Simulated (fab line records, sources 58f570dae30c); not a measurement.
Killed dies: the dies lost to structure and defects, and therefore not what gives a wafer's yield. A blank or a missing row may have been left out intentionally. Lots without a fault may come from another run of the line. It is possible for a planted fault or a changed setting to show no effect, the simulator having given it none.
The tool behind it: which one?	flow berkeley-cmos170	14 lots with 42 wafers sampled at 2 steps, on a route of 331 steps

## WHAT THE GAUGES READ, wafer by wafer
UCB170_START_THK_MEAS_03. Usual: START_OXIDE_THK typically reads 20.1 nm, with standard deviation 0.34.
lot	measured	on	START_OXIDE_THK (nm)	flag
L796	day 1 14:11	film-metro-04	19.9 19.1 20.0	
L797	day 1 18:05	film-metro-04	20.3 20.1 20.3	
L801	day 2 13:38	film-metro-04	20.0 20.1 20.3	
L800	day 2 13:39	film-metro-02	20.3 20.2 20.3	
L802	day 2 23:53	film-metro-02	20.5 20.1 20.4	
L803	day 2 23:53	film-metro-03	20.2 20.0 20.0	
L804	day 3 06:05	film-metro-02	20.4 20.4 20.5	
L805	day 3 14:14	film-metro-03	20.3 20.0 20.2	
L806	day 3 14:14	film-metro-02	19.7 19.8 19.5	
L808	day 4 03:08	film-metro-03	20.6 20.7 20.7	
L813	day 5 04:53	film-metro-03	20.0 20.0 19.9	
L815	day 5 14:36	film-metro-04	20.3 20.2 20.1	
L816	day 5 18:43	film-metro-04	20.7 20.5 20.6	
L819	day 6 09:04	film-metro-04	20.1 20.3 20.3	

UCB170_GATE_CD_MEAS_90: the cd target is 350 nm. Usual: cd-nm at 350.1 nm, with a standard deviation of 1.5.
lot	measured	on	cd-nm (nm)	flag
L796	day 5 20:46	cd-sem-02	346.5 347.0 348.0	
L797	day 6 07:42	cd-sem-02	350.6 349.0 349.3	
L801	day 7 12:55	cd-sem-02	350.8 348.1 348.3	
L800	day 7 12:50	cd-sem-01	349.5 347.9 348.4	
L802	day 7 21:49	cd-sem-01	351.2 351.8 350.3	
L803	day 7 21:37	cd-sem-01	349.6 350.7 350.4	
L804	day 8 04:28	cd-sem-02	348.7 347.9 349.4	
L805	day 8 04:45	cd-sem-02	347.1 350.5 348.0	
L806	day 8 04:08	cd-sem-02	350.1 352.0 351.6	
L808	day 8 20:44	cd-sem-01	350.4 349.4 349.1	
L813	day 9 21:39	cd-sem-01	349.8 349.1 350.2	
L815	day 9 21:26	cd-sem-02	352.0 348.9 349.5	
L816	day 9 21:43	cd-sem-02	349.2 352.8 351.6	
L819	day 10 18:26	cd-sem-01	351.9 352.2 351.3	

## TOOL THAT RAN EACH LOT (tool first, then ch and the chambers of the sampled wafers, then the start)
No process step before these readings appears in the record.

## WHAT THE TOOLS THEMSELVES READ (means of the sampled wafers that have a number; where no wafer has one, the mark that the record gives instead)
The record holds no such reading with a usual standard deviation.

## THE ANSWER, worked out from the rows above alone
Rule: take the mean of a lot's wafers that have a number; if it is more than 3 standard deviations from the usual mean, the lot is off. A lot without any number at a reading at which 4 lots or more have one is off too. Any other lot the step has rows for is counted as sound. After the gauges, taken in route order, come the tools' own readings; for these a lot's mean is taken, as printed above. At the first step where some lot is off, the reading lying furthest off is the one used; lots without a number count as furthest.
Nothing can be told from this: no lot is off at any reading shown.

## WHAT THE SIMULATOR HAD INSERTED
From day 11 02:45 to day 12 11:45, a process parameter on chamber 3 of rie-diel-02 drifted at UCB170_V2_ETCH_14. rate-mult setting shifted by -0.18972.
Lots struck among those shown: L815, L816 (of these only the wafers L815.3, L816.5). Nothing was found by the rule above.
